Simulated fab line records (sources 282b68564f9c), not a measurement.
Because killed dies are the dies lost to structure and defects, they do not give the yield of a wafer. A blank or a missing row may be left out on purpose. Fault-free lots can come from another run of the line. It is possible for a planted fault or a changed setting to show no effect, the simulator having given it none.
8D (eight disciplines) problem report, filled in by code / flow rit cmos / the parts of the form that need people (team, actions taken, sign-off) are left out

1. WHAT WENT WRONG
run length s at RIT_SDANNEAL_CLEAN_00 reads a mean of 590 s on 6 wafers of 2 lots; wafers without a fault read 629 s with a standard deviation of 4.1. Measured from the usual mean, that is -9.4 standard deviations.
The step: cleans in SC1, time 600 s.
First observed at day 7 06:10: wafer L776.1, on wet bench-03. Wafers with a number at this step in the record: 42, from 14 lots. Rule for "out" (also "out of limits"): further than 4 standard deviations from the usual mean. The other wafers with a number count as sound.

2. WHAT THIS IS AND IS NOT
question=which readings at this step; is=run length s; is not=-
question=which lots; is=L776, L777; is not=L758, L761, L762, L763, L764, L765, L766, L767, L768, L769, L770, L775
question=which wafers of those lots; is=all that have a number; is not=-
question=read on which tools; is=wet bench-03; is not=wet bench-01, wet bench-04
question=when; is=from day 7 06:10; is not=up to then (36 sound wafers)

3. THE SUSPECTS, EACH WITH WHAT RULES IT OUT
Counting: a tool at a process step up to the reading stays a suspect if it ran every lot that is out and no sound lot after the first of them.
- wet bench-03 at RIT_SDANNEAL_CLEAN_00 (cleans in SC1, time 600 s): kept. It processed each lot that is out, first L776 at day 7 06:10, and no sound lot thereafter; up to then, the last sound lot it processed was L770 at day 6 04:14. Out on those wafers are its own readings of run length s.
After counting, what remains is wet bench-03 at RIT_SDANNEAL_CLEAN_00.

4. THE CAUSE (what the simulator had put in)
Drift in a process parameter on wet bench-03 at RIT_SDANNEAL_CLEAN_00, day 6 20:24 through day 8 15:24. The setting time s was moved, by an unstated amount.
The count eliminated every tool but this one.

5. THE CHAIN OF EFFECTS, in route order
Rows list readings where the struck wafers' mean (over those with a number) sits beyond 3 standard deviations from the usual. Scope: only readings with a usual standard deviation given in the record; hours: median across lots of the time from each lot's start at the first step in this table that gives one to its start at this step; sigmas: change in usual standard deviations.
hours=0; step=RIT_SDANNEAL_CLEAN_00; reading=run length s; usual=629 s; on struck wafers=590; change=-38; sigmas=-9.4
The process steps in it:
- RIT_SDANNEAL_CLEAN_00: cleans in SC1, time 600 s.

6. WHAT WOULD HAVE CAUGHT IT SOONER
The fault began at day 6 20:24; the first out-of-limits reading in this record came at day 7 06:10, 10 hours later.
